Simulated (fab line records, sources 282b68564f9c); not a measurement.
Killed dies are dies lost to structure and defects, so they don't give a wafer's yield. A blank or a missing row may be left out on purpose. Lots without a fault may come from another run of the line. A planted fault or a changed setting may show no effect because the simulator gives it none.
fab line records | flow rit_cmos
record lots=6 wafers=18 last_day=7
route steps=202 shown ACTIVE@11 FOX1@20 FOX2@23 NWELL@28 PWELL@39 WELLDRIVE@50 M1@202
lots that met no fault: from a run of the same line without faults
start_h: hours from the record's first day to the start of the lot's first wafer shown | wait_h: hours since the lot's step before | " the same as in the row above | L1.1+2: a row that stands for several wafers | - no value, or no start given | * or withheld: withheld | < > ~ a bound
route shown NAME@n: a module of which the file shows steps, and the number in the route of the first | usual: mean/standard deviation of fault-free wafers | same: alike in all rows | chamber/n: place in a boat | sites: the reading at each site | _std_site: their standard deviation | _edge_site: outer sites' mean less inner sites' | radius_mm: how far each site lies from the wafer's centre | mask NAME#n: copy n | behind: the tool/chamber that last shaped the wafer | hold: why the lot was held/for how many hours/how that ended | device: the transistor (n, p or np) that didn't switch | end of line: the same wafers' tests at the end of the route | a step without rows: its recipe alone | killed: dies lost to structure and defects at the first sort, not the wafer's yield | map: a wafer's dies, x killed, . not, _ none there
set.NAME: the setting as run; set.NAME@STEP: as run at that earlier step | model.NAME: the simulator's own value behind a step, which no gauge read
lots at some steps of the route; a table a step, a row a wafer
services: from which hour (start_h, from the record's first day; less than 0 if before it) a tool's chamber was out of use, for how many hours, and why
## steps
# step RIT_ACTIVE_DEVELOP_10
# recipe resist=NOVOLAK develop_time_s=50 dev_temp_c=23
# step RIT_ACTIVE_CD_MEAS_11
# recipe target_cd_nm=1400
# usual cd_nm=1399.7/2.2
# columns lot.wafer tool chamber start_h wait_h cd_nm
L961.1 cd_sem-01 - 51.48 - 1402.9
L961.4 " - " " 1401.0
L961.5 " - " " 1401.4
L962.1 cd_sem-01 - 56.40 - 1404.8
L962.3 " - " " 1399.9
L962.4 " - " " 1402.4
L965.1 cd_sem-02 - 69.99 - 1398.0
L965.2 " - " " 1397.9
L965.3 " - " " 1397.2
L968.3 cd_sem-02 - 86.18 - 1400.9
L968.4 " - " " 1399.4
L968.6 " - " " 1400.3
L969.1 cd_sem-02 - 89.94 - 1399.9
L969.2 " - " " 1400.3
L969.3 " - " " 1397.3
L973.3 cd_sem-01 - 109.51 - 1399.1
L973.4 " - " " 1400.3
L973.5 " - " " 1398.8
# step RIT_ACTIVE_HARDBAKE_12
# recipe resist=NOVOLAK temp_c=141.3 time_s=60
# step RIT_ACTIVE_ETCH_13
# recipe stop_on=SiO2 chemistry=SF6 target=Si3N4 time_s=210 over_etch_frac=0.4 SF6_flow_sccm=200 pressure_mtorr=260 rf_w=125 target_depth_a=2100
# usual drypump_motor_current_A=5.5/0.54 oes_product_au=0.823/0.016 throttle_valve_pct=7.50/0.11
# same over_etch_frac=0.4
# columns lot.wafer tool chamber start_h wait_h drypump_motor_current_A oes_product_au rf_hours_counter_h throttle_valve_pct
L961.1 rie_diel-02 3 51.75 0.1 6.2 0.817 14 7.29
L961.4 " 3 " " 6.2 0.825 - 7.32
L961.5 " 2 " " 4.8 0.813 - 7.59
L962.1 rie_diel-02 2 56.67 0.1 4.8 0.798 75 7.57
L962.3 " 1 " " 5.9 0.791 7 7.56
L962.4 " 3 " " 6.2 0.814 - 7.30
L965.1 rie_diel-03 0 70.26 0.1 5.4 0.832 64 7.66
L965.2 " 2 " " 5.0 0.842 35 7.48
L965.3 " 3 " " 6.4 0.837 165 7.43
L968.3 rie_diel-02 0 86.41 0.1 6.2 0.834 141 7.64
L968.4 " 1 " " 6.0 0.803 7 7.56
L968.6 " 0 " " 6.2 0.822 - 7.64
L969.1 rie_diel-03 1 90.21 0.1 6.1 0.847 129 7.50
L969.2 " 2 " " 5.0 0.833 36 7.50
L969.3 " 0 " " 5.4 0.822 64 7.67
L973.3 rie_diel-03 3 109.74 0.1 6.4 0.810 0 7.43
L973.4 " 0 " " 5.4 0.818 65 7.67
L973.5 " 3 " " 6.4 0.800 - 7.42
# step RIT_ACTIVE_STRIP_14
# recipe chemistry=O2 time_s=180 resist=NOVOLAK platen_temp_c=withheld power_w=500 pressure_mtorr=4000 o2_flow_sccm=4000
# usual drypump_motor_current_A=5.80/0.27
# columns lot.wafer tool chamber start_h wait_h drypump_motor_current_A rf_hours_counter_h
L961.1 plasma_asher-02 0 51.95 0.1 5.81 27
L961.4 " 1 " " 5.38 -
L961.5 " 1 " " 5.36 -
L962.1 plasma_asher-02 1 56.81 0.1 5.37 28
L962.3 " 0 " " 5.81 -
L962.4 " 1 " " 5.36 -
L965.1 plasma_asher-03 1 70.39 0.1 6.17 42
L965.2 " 0 " " 5.86 42
L965.3 " 1 " " 6.16 -
L968.3 plasma_asher-04 1 86.60 0.1 5.59 -
L968.4 " 0 " " 5.97 -
L968.6 " 1 " " 5.60 -
L969.1 plasma_asher-03 1 90.34 0.1 6.17 44
L969.2 " 0 " " 5.84 44
L969.3 " 0 " " 5.83 -
L973.3 plasma_asher-04 1 109.93 0.1 5.54 -
L973.4 " 0 " " 5.96 -
L973.5 " 1 " " 5.56 -
# step RIT_ACTIVE_CD_MEAS_90
# recipe target_cd_nm=1400
# usual cd_nm=1399.7/2.2
# columns lot.wafer tool chamber start_h wait_h cd_nm
L961.1 cd_sem-01 - 52.12 0.1 1402.7
L961.4 " - " " 1401.0
L961.5 " - " " 1401.3
L962.1 cd_sem-01 - 57.04 0.2 1405.2
L962.3 " - " " 1398.9
L962.4 " - " " 1402.0
L965.1 cd_sem-01 - 70.56 0.1 1398.0
L965.2 " - " " 1397.4
L965.3 " - " " 1397.4
L968.3 cd_sem-01 - 86.76 0.1 1401.1
L968.4 " - " " 1399.1
L968.6 " - " " 1400.2
L969.1 cd_sem-02 - 90.52 0.1 1399.8
L969.2 " - " " 1400.6
L969.3 " - " " 1397.4
L973.3 cd_sem-01 - 110.09 0.1 1398.7
L973.4 " - " " 1400.6
L973.5 " - " " 1399.1
# step RIT_ACTIVE_CLEAN_15
# recipe chemistry=SC1 mix=3:3:50 time_s=600 temp_c=75
# step RIT_ACTIVE_CLEAN_16
# recipe chemistry=dHF dilution=50:1 time_s=30
# step RIT_ACTIVE_CLEAN_17
# recipe chemistry=SC2 mix=3:3:50 time_s=600 temp_c=75 dry=n2_spin
# step RIT_FOX1_OXIDATION_00
# recipe temp_c=1100 ambient=H2O target_thk_a=3507 p_h2o_torr=720 ox_time_s=1130
# step RIT_FOX1_THK_MEAS_01
# recipe reads=SiO2_of_FOX1_OXIDATION_00
# usual FOX1_OXIDE_THK=351/6.3
# columns lot.wafer tool chamber start_h wait_h FOX1_OXIDE_THK[nm]
L961.1 film_metro-01 - 56.56 0.0 340
L961.4 " - " " 343
L961.5 " - " " 344
L962.1 film_metro-02 - 58.84 0.0 346
L962.3 " - " " 343
L962.4 " - " " 348
L965.1 film_metro-03 - 74.00 0.0 348
L965.2 " - " " 347
L965.3 " - " " 348
L968.3 film_metro-01 - 88.79 0.0 351
L968.4 " - " " 347
L968.6 " - " " 349
L969.1 film_metro-03 - 93.50 0.0 352
L969.2 " - " " 352
L969.3 " - " " 351
L973.3 film_metro-02 - 114.56 0.0 352
L973.4 " - " " 349
L973.5 " - " " 346
# step RIT_FOX1_WET_ETCH_02
# recipe chemistry=BOE target_depth_nm=350 time_s=390 temp_c=21.5 dry=n2_spin dilution=10:1 target=SiO2
# step RIT_FOX2_OXIDATION_00
# recipe temp_c=1100 ambient=H2O target_thk_a=3507 p_h2o_torr=720 ox_time_s=1082
# columns lot.wafer tool chamber start_h wait_h
L961.1+4+5 furnace-03 0 56.74 0.0
L962.1+3+4 furnace-01 0 59.01 0.0
L965.1+2+3 furnace-01 0 74.18 0.0
L968.3+4+6 furnace-01 0 88.94 0.0
L968.3+4+6 furnace-03 0 91.17 0.9
L969.1+2+3 furnace-04 0 94.73 1.0
L969.1+2+3 furnace-03 0 98.05 2.0
L973.3+4+5 furnace-04 0 114.72 0.0
# step RIT_FOX2_THK_MEAS_01
# recipe reads=SiO2_of_FOX2_OXIDATION_00
# usual FOX2_OXIDE_THK=341/6.8
# columns lot.wafer tool chamber start_h wait_h FOX2_OXIDE_THK[nm]
L961.1 film_metro-04 - 58.05 0.0 346
L961.4 " - " " 345
L961.5 " - " " 343
L962.1 film_metro-04 - 60.33 0.0 342
L962.3 " - " " 347
L962.4 " - " " 345
L965.1 film_metro-02 - 75.49 0.0 342
L965.2 " - " " 336
L965.3 " - " " 338
L968.3 film_metro-03 - 92.55 0.1 506
L968.4 " - " " 496
L968.6 " - " " 498
L969.1 film_metro-03 - 99.42 0.1 516
L969.2 " - " " 516
L969.3 " - " " 516
L973.3 film_metro-04 - 116.05 0.0 341
L973.4 " - " " 341
L973.5 " - " " 340
# step RIT_FOX2_CLEAN_02
# recipe chemistry=dHF dilution=50:1 time_s=180
# columns lot.wafer tool chamber start_h wait_h model.SiO2_of_FOX2_OXIDATION_00.thk_nm model.Si3N4_of_ACTIVE_CVD_03.thk_nm
L961.1 wet_bench-03 1 58.11 0.1 329.7 132.5
L961.4 " 1 " " 327.6 132.2
L961.5 " 1 " " 326.4 132.7
L962.1 wet_bench-03 1 60.39 0.1 326 128.1
L962.3 " 1 " " 330.1 129.1
L962.4 " 1 " " 328.9 129.5
L965.1 wet_bench-04 0 75.55 0.1 325.3 135.4
L965.2 " 0 " " 318.6 133.8
L965.3 " 0 " " 321.7 135
L968.3 wet_bench-02 2 92.59 0.0 488.8 128.4
L968.4 " 2 " " 480 128.3
L968.6 " 2 " " 480.8 128.2
L969.1 wet_bench-03 1 99.48 0.1 499.4 128.5
L969.2 " 1 " " 500.3 128.3
L969.3 " 1 " " 499.6 128.8
L973.3 wet_bench-04 3 116.09 0.0 324.4 130.8
L973.4 " 3 " " 324.7 130.4
L973.5 " 3 " " 323.8 129.9
# step RIT_FOX2_WET_ETCH_03
# recipe chemistry=H3PO4 target=Si3N4 target_depth_nm=195 temp_c=165 time_s=2700
# usual temp_c=164.99/0.15
# columns lot.wafer tool chamber start_h wait_h temp_c model.SiO2_of_FOX2_OXIDATION_00.thk_nm
L961.1 wet_bench-04 2 58.17 0.0 164.84 318.7
L961.4 " 2 " " 165.06 316.6
L961.5 " 2 " " 165.07 315.4
L962.1 wet_bench-03 1 60.45 0.0 165.15 315.4
L962.3 " 1 " " 164.87 319.6
L962.4 " 1 " " 164.96 318.4
L965.1 wet_bench-03 2 75.62 0.0 164.75 314.8
L965.2 " 2 " " 164.82 308.1
L965.3 " 2 " " 164.94 311.2
L968.3 wet_bench-04 3 92.65 0.0 164.91 477.8
L968.4 " 3 " " 165.15 469.1
L968.6 " 3 " " 165.00 469.8
L969.1 wet_bench-04 3 99.77 0.2 164.90 488.8
L969.2 " 3 " " 164.76 489.7
L969.3 " 3 " " 165.00 489
L973.3 wet_bench-02 0 116.15 0.0 165.18 314
L973.4 " 0 " " 165.15 314.3
L973.5 " 0 " " 165.02 313.4
# step RIT_FOX2_THK_MEAS_90
# recipe reads=SiO2_of_FOX2_OXIDATION_00
# usual FIELD_OXIDE_LEFT_1_THK=314/6.7
# columns lot.wafer tool chamber start_h wait_h FIELD_OXIDE_LEFT_1_THK[nm]
L961.1 film_metro-03 - 58.93 0.0 319
L961.4 " - " " 317
L961.5 " - " " 316
L962.1 film_metro-02 - 61.21 0.0 316
L962.3 " - " " 320
L962.4 " - " " 318
L965.1 film_metro-04 - 76.37 0.0 315
L965.2 " - " " 308
L965.3 " - " " 311
L968.3 film_metro-02 - 93.50 0.0 478
L968.4 " - " " 469
L968.6 " - " " 470
L969.1 film_metro-02 - 100.59 0.0 489
L969.2 " - " " 490
L969.3 " - " " 489
L973.3 film_metro-03 - 117.00 0.0 314
L973.4 " - " " 314
L973.5 " - " " 313
# step RIT_NWELL_HMDS_00
# recipe prime_time_s=60 prime_temp_c=140
# step RIT_NWELL_COAT_01
# recipe resist=NOVOLAK spin_rpm=2000 resist_thk_nm=1300
# step RIT_NWELL_SOFTBAKE_02
# recipe resist=NOVOLAK temp_c=90 time_s=60
# step RIT_NWELL_EXPOSE_03
# recipe mask_id=M2 na=0.57 target_cd_nm=43900 dose_mj=250
# step RIT_NWELL_PEB_04
# recipe resist=NOVOLAK temp_c=withheld time_s=withheld
# step RIT_NWELL_DEVELOP_05
# recipe resist=NOVOLAK develop_time_s=68 dev_temp_c=23
# step RIT_NWELL_OVL_MEAS_06
# usual NWELL_OVL=0.7/1.3
# columns lot.wafer tool chamber start_h wait_h NWELL_OVL[nm]
L961.1 overlay-01 - 59.87 - 0.3
L961.4 " - " " 1.6
L961.5 " - " " 0.9
L962.1 overlay-02 - 62.16 - 1.9
L962.3 " - " " 1.2
L962.4 " - " " 2.0
L965.1 overlay-01 - 77.53 - -0.5
L965.2 " - " " -0.8
L965.3 " - " " 0.4
L968.3 overlay-01 - 94.89 - 1.0
L968.4 " - " " 0.6
L968.6 " - " " 0.6
L969.1 overlay-01 - 101.74 - 2.8
L969.2 " - " " 2.1
L969.3 " - " " 1.3
L973.3 overlay-02 - 118.06 - -0.5
L973.4 " - " " 0.1
L973.5 " - " " 0.3
# step RIT_NWELL_HARDBAKE_07
# recipe resist=NOVOLAK temp_c=140 time_s=120
# step RIT_NWELL_IMPLANT_08
# recipe species=P energy_kev=170 dose_cm2=5e+13 tilt_deg=7
# step RIT_NWELL_STRIP_09
# recipe chemistry=O2 time_s=180 resist=NOVOLAK platen_temp_c=withheld power_w=500 pressure_mtorr=4000 o2_flow_sccm=4000
# usual drypump_motor_current_A=5.8/0.31
# columns lot.wafer tool chamber start_h wait_h drypump_motor_current_A rf_hours_counter_h
L961.1 plasma_asher-03 1 60.30 0.1 6.1 41
L961.4 " 1 " " 6.2 -
L961.5 " 0 " " 5.9 -
L962.1 plasma_asher-02 0 62.59 0.1 5.8 29
L962.3 " 1 " " 5.4 -
L962.4 " 0 " " 5.8 -
L965.1 plasma_asher-01 0 77.96 0.1 5.2 44
L965.2 " 1 " " 6.0 44
L965.3 " 0 " " 5.2 -
L968.3 plasma_asher-03 0 95.38 0.1 5.9 -
L968.4 " 1 " " 6.2 -
L968.6 " 0 " " 5.9 -
L969.1 plasma_asher-02 0 102.23 0.1 5.8 32
L969.2 " 1 " " 5.4 32
L969.3 " 1 " " 5.3 -
L973.3 plasma_asher-02 1 118.54 0.1 5.4 -
L973.4 " 0 " " 5.8 -
L973.5 " 0 " " 5.8 -
# step RIT_NWELL_TW_MEAS_10
# usual NWELL_TW=2159/12
# columns lot.wafer tool chamber start_h wait_h NWELL_TW
L961.1 film_metro-01 - 60.48 0.1 2151
L961.4 " - " " 2142
L961.5 " - " " 2159
L962.1 film_metro-04 - 62.77 0.1 2166
L962.3 " - " " 2173
L962.4 " - " " 2164
L965.1 film_metro-03 - 78.14 0.1 2190
L965.2 " - " " 2184
L965.3 " - " " 2173
L968.3 film_metro-01 - 95.65 0.2 2145
L968.4 " - " " 2150
L968.6 " - " " 2152
L969.1 film_metro-03 - 102.40 0.1 2163
L969.2 " - " " 2180
L969.3 " - " " 2174
L973.3 film_metro-04 - 118.68 0.1 2153
L973.4 " - " " 2155
L973.5 " - " " 2144
# step RIT_PWELL_HMDS_00
# recipe prime_time_s=60 prime_temp_c=140
# step RIT_PWELL_COAT_01
# recipe resist=NOVOLAK spin_rpm=2000 resist_thk_nm=1300
# step RIT_PWELL_SOFTBAKE_02
# recipe resist=NOVOLAK temp_c=90.93 time_s=60
# step RIT_PWELL_EXPOSE_03
# recipe mask_id=M3 na=0.57 target_cd_nm=43700 dose_mj=250
# step RIT_PWELL_PEB_04
# recipe resist=NOVOLAK temp_c=withheld time_s=withheld
# step RIT_PWELL_DEVELOP_05
# recipe resist=NOVOLAK develop_time_s=68 dev_temp_c=23
# step RIT_PWELL_OVL_MEAS_06
# usual PWELL_OVL=0.6/1.4
# columns lot.wafer tool chamber start_h wait_h PWELL_OVL[nm]
L961.1 overlay-01 - 61.42 - -0.9
L961.4 " - " " 0.3
L961.5 " - " " -1.6
L962.1 overlay-01 - 63.71 - 1.2
L962.3 " - " " 2.5
L962.4 " - " " 2.6
L965.1 overlay-01 - 79.20 - 0.0
L965.2 " - " " 0.6
L965.3 " - " " 0.2
L968.3 overlay-02 - 96.61 - 1.7
L968.4 " - " " 0.3
L968.6 " - " " -0.5
L969.1 overlay-01 - 103.50 - 1.2
L969.2 " - " " 1.7
L969.3 " - " " 2.2
L973.3 overlay-01 - 119.73 - -0.4
L973.4 " - " " 0.5
L973.5 " - " " 0.5
# step RIT_PWELL_HARDBAKE_07
# recipe resist=NOVOLAK temp_c=140 time_s=120
# step RIT_PWELL_IMPLANT_08
# recipe species=B energy_kev=170 dose_cm2=7e+13 tilt_deg=7.281
# step RIT_PWELL_STRIP_09
# recipe chemistry=O2 time_s=180 resist=NOVOLAK platen_temp_c=withheld power_w=500 pressure_mtorr=4000 o2_flow_sccm=4000
# usual drypump_motor_current_A=5.8/0.34
# columns lot.wafer tool chamber start_h wait_h drypump_motor_current_A rf_hours_counter_h
L961.1 plasma_asher-01 1 61.86 0.1 6.0 43
L961.4 " 1 " " 6.0 -
L961.5 " 1 " " 6.0 -
L962.1 plasma_asher-03 1 64.14 0.1 6.1 41
L962.3 " 0 " " 5.9 -
L962.4 " 1 " " 6.1 -
L965.1 plasma_asher-03 1 79.65 0.1 6.2 43
L965.2 " 0 " " 5.9 43
L965.3 " 1 " " 6.2 -
L968.3 plasma_asher-03 1 97.09 0.1 6.2 -
L968.4 " 0 " " 5.9 -
L968.6 " 1 " " 6.2 -
L969.1 plasma_asher-04 1 103.94 0.1 5.6 42
L969.2 " 0 " " 6.0 42
L969.3 " 1 " " 5.6 -
L973.3 plasma_asher-03 0 120.26 0.1 5.9 -
L973.4 " 1 " " 6.1 -
L973.5 " 1 " " 6.1 -
# step RIT_PWELL_TW_MEAS_10
# usual PWELL_TW=961/6.2
# columns lot.wafer tool chamber start_h wait_h PWELL_TW
L961.1 film_metro-01 - 62.03 0.1 951
L961.4 " - " " 956
L961.5 " - " " 953
L962.1 film_metro-03 - 64.32 0.1 967
L962.3 " - " " 972
L962.4 " - " " 971
L965.1 film_metro-04 - 79.82 0.1 956
L965.2 " - " " 958
L965.3 " - " " 958
L968.3 film_metro-03 - 97.22 0.1 970
L968.4 " - " " 968
L968.6 " - " " 967
L969.1 film_metro-03 - 104.12 0.1 965
L969.2 " - " " 968
L969.3 " - " " 965
L973.3 film_metro-03 - 120.39 0.1 951
L973.4 " - " " 957
L973.5 " - " " 962
# step RIT_WELLDRIVE_ANNEAL_00
# recipe temp_c=1100 time_s=14700 ambient=N2
# step RIT_WELLDRIVE_RS_MEAS_01
# recipe thk_meas_gauge=four-point-probe
# usual NWELL_RS=276.0/0.67
# columns lot.wafer tool chamber start_h wait_h NWELL_RS[ohm/sq]
L961.1 film_metro-01 - 68.91 0.0 275.9
L961.4 " - " " 275.8
L961.5 " - " " 275.7
L962.1 film_metro-01 - 69.58 0.0 275.9
L962.3 " - " " 275.4
L962.4 " - " " 275.5
L965.1 film_metro-03 - 86.38 0.0 276.1
L965.2 " - " " 275.5
L965.3 " - " " 276.3
L968.3 film_metro-01 - 103.17 0.0 276.1
L968.4 " - " " 276.9
L968.6 " - " " 276.7
L969.1 film_metro-01 - 109.56 0.0 276.9
L969.2 " - " " 277.0
L969.3 " - " " 276.1
L973.3 film_metro-03 - 125.56 0.0 277.0
L973.4 " - " " 276.2
L973.5 " - " " 277.0
# step RIT_WELLDRIVE_RS_MEAS_02
# recipe thk_meas_gauge=four-point-probe
# usual PWELL_RS=429.9/1.3
# columns lot.wafer tool chamber start_h wait_h PWELL_RS[ohm/sq]
L961.1 film_metro-01 - 69.03 0.1 431.0
L961.4 " - " " 429.8
L961.5 " - " " 430.5
L962.1 film_metro-01 - 69.70 0.1 430.8
L962.3 " - " " 429.9
L962.4 " - " " 430.3
L965.1 film_metro-03 - 86.50 0.1 431.0
L965.2 " - " " 430.7
L965.3 " - " " 429.7
L968.3 film_metro-01 - 103.29 0.1 427.2
L968.4 " - " " 427.4
L968.6 " - " " 427.7
L969.1 film_metro-01 - 109.68 0.1 428.8
L969.2 " - " " 429.3
L969.3 " - " " 429.9
L973.3 film_metro-03 - 125.68 0.1 430.4
L973.4 " - " " 430.4
L973.5 " - " " 429.4
# step RIT_FOX2_THK_MEAS_91
# recipe reads=SiO2_of_FOX2_OXIDATION_00
# usual FIELD_OXIDE_LEFT_2_THK=246/6.8
# columns lot.wafer tool chamber start_h wait_h FIELD_OXIDE_LEFT_2_THK[nm]
L961.1 film_metro-03 - 73.21 0.0 252
L961.4 " - " " 249
L961.5 " - " " 248
L962.1 film_metro-04 - 73.38 0.0 248
L962.3 " - " " 252
L962.4 " - " " 250
L965.1 film_metro-04 - 90.32 0.0 247
L965.2 " - " " 240
L965.3 " - " " 243
L968.3 film_metro-03 - 107.83 0.0 410
L968.4 " - " " 400
L968.6 " - " " 401
L969.1 film_metro-03 - 113.84 0.0 421
L969.2 " - " " 422
L969.3 " - " " 422
L973.3 film_metro-03 - 129.64 0.0 246
L973.4 " - " " 247
L973.5 " - " " 247
# step RIT_M1_PROBE_99
# usual killed_at_contacts=0.0/0.22 killed_at_front_end=7/3.2 killed_dies=8/3.2 killed_open=3.7/2.1 killed_short=3.8/2.2
# same gross_dies=264 killed_at_M0_to_M3=0 killed_at_M4_up=0 killed_at_back_side=0 killed_at_other=0
# columns lot.wafer tool chamber start_h wait_h killed_at_contacts killed_at_front_end killed_dies killed_open killed_short
L961.1 prober-02 - 98.69 0.1 0 6 6 1 5
L961.4 prober-02 - 98.84 0.2 0 3 3 2 1
L961.5 prober-02 - 98.89 0.2 0 8 8 4 4
L965.1 prober-02 - 117.74 0.1 0 5 5 1 4
L965.2 prober-02 - 117.79 0.1 1 4 5 2 3
L965.3 prober-02 - 117.84 0.2 0 7 7 4 3
L968.3 prober-01 - 136.57 0.2 0 7 7 3 4
L968.4 prober-01 - 136.62 0.2 0 12 12 2 10
L968.6 prober-01 - 136.72 0.2 0 6 6 5 1
L969.1 prober-02 - 144.18 0.1 0 9 9 4 5
L969.2 prober-02 - 144.23 0.1 1 9 10 6 4
L969.3 prober-02 - 144.28 0.2 0 4 4 3 1
L973.3 prober-02 - 158.09 0.2 0 11 11 1 10
L973.4 prober-02 - 158.14 0.2 0 7 7 3 4
L973.5 prober-02 - 158.19 0.2 0 6 6 2 4
# killed by level:class
L961.1 GATE:geometric_particle:short=3 FOX1:geometric_particle:short=1 GATE:geometric_particle:open=1 SPACER:geometric_particle:short=1
L961.4 FOX2:geometric_particle:open=1 GATE:geometric_particle:short=1 SPACER:geometric_particle:open=1
L961.5 SPACER:geometric_particle:open=3 SILICIDE:geometric_particle:short=3 SPACER:geometric_particle:short=1 SILICIDE:geometric_particle:open=1
L965.1 GATE:geometric_particle:short=2 GATE:geometric_particle:open=1 SPACER:geometric_particle:short=1 SILICIDE:geometric_particle:short=1
L965.2 FOX1:geometric_particle:open=1 GATE:geometric_particle:short=1 GATE:geometric_particle:open=1 SPACER:geometric_particle:short=1 CONTACT:geometric_particle:short=1
L965.3 GATE:geometric_particle:short=2 GATE:geometric_particle:open=2 SPACER:geometric_particle:open=2 SPACER:geometric_particle:short=1
L968.3 REOX:geometric_particle:short=3 SPACER:geometric_particle:open=2 SPACER:geometric_particle:short=1 SILICIDE:geometric_particle:open=1
L968.4 GATE:geometric_particle:short=3 REOX:geometric_particle:short=2 SPACER:geometric_particle:short=2 SPACER:geometric_particle:open=2 ACTIVE:geometric_particle:short=1 FOX2:geometric_particle:short=1 SILICIDE:geometric_particle:short=1
L968.6 REOX:geometric_particle:open=3 GATE:geometric_particle:open=1 SPACER:geometric_particle:open=1 SPACER:geometric_particle:short=1
L969.1 GATE:geometric_particle:short=4 GATE:geometric_particle:open=2 FOX1:geometric_particle:open=1 SPACER:geometric_particle:open=1 SPACER:geometric_particle:short=1
L969.2 GATE:geometric_particle:open=2 REOX:geometric_particle:short=2 GATE:geometric_particle:short=1 REOX:geometric_particle:open=1 SPACER:geometric_particle:short=1 SPACER:geometric_particle:open=1 SILICIDE:geometric_particle:open=1 CONTACT:geometric_particle:open=1
L969.3 GATE:geometric_particle:open=2 FOX2:geometric_particle:open=1 GATE:geometric_particle:short=1
L973.3 FOX2:geometric_particle:short=4 GATE:geometric_particle:short=3 REOX:geometric_particle:short=2 GATE:geometric_particle:open=1 SPACER:geometric_particle:short=1
L973.4 FOX2:geometric_particle:open=2 FOX2:geometric_particle:short=2 FOX1:geometric_particle:open=1 GATE:geometric_particle:short=1 SILICIDE:geometric_particle:short=1
L973.5 FOX2:geometric_particle:short=2 FOX1:geometric_particle:short=1 FOX1:geometric_particle:open=1 GATE:geometric_particle:short=1 SPACER:geometric_particle:open=1
## services
# columns tool chamber start_h hours kind
rie_diel-02 1 29.99 9.2 repair
wet_bench-02 - 42.42 47.1 pm
rie_diel-03 1 43.01 3.8 repair
furnace-03 - 45.85 9.7 pm
rie_diel-02 0 51.08 6.5 repair
rie_diel-02 1 51.39 4.6 repair
plasma_asher-01 - 54.90 3.0 repair
furnace-01 - 68.91 3.5 pm
rie_diel-03 3 71.69 - clean
rie_diel-03 3 71.69 32.0 scheduled_down
rie_diel-03 3 71.69 32.0 vent_cycle
wet_bench-03 - 81.72 4.1 repair
plasma_asher-04 - 89.88 0.5 repair
plasma_asher-03 - 108.75 9.0 pm
plasma_asher-03 0 108.75 9.0 vent_cycle
plasma_asher-03 1 108.75 9.0 vent_cycle
plasma_asher-03 0 117.75 - clean
plasma_asher-03 1 117.75 - clean
## key
first_sign step=RIT_FOX2_OXIDATION_00 reading=visit direction=added
effect step=RIT_FOX2_THK_MEAS_01 reading=FOX2_OXIDE_THK direction=up sigmas=25 usual=341 struck=508
effect step=RIT_FOX2_THK_MEAS_90 reading=FIELD_OXIDE_LEFT_1_THK direction=up sigmas=25 usual=314 struck=481
effect step=RIT_FOX2_THK_MEAS_91 reading=FIELD_OXIDE_LEFT_2_THK direction=up sigmas=25 usual=246 struck=413
model_effect step=RIT_FOX2_CLEAN_02 value=SiO2_of_FOX2_OXIDATION_00.thk_nm without=321.3 struck=491.5
model_effect step=RIT_FOX2_WET_ETCH_03 value=SiO2_of_FOX2_OXIDATION_00.thk_nm without=310.5 struck=480.7
met_at RIT_FOX2_OXIDATION_00
struck_wafers L968.3,L968.4,L968.6,L969.1,L969.2,L969.3
tester_left_out L968,L969
fault kind=repeated_step_whole tool=furnace-01,furnace-03,furnace-04 chamber=- onset_h=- steps=RIT_FOX2_OXIDATION_00 times=1 scope=struck_lots_only
# tester_left_out: of these lots the tester's yield and bins aren't shown, on N5 and GAA mostly nor the transistor test; their killed dies are dies lost to structure and defects alone, not to doping, threshold or leakage, so they don't give the yield
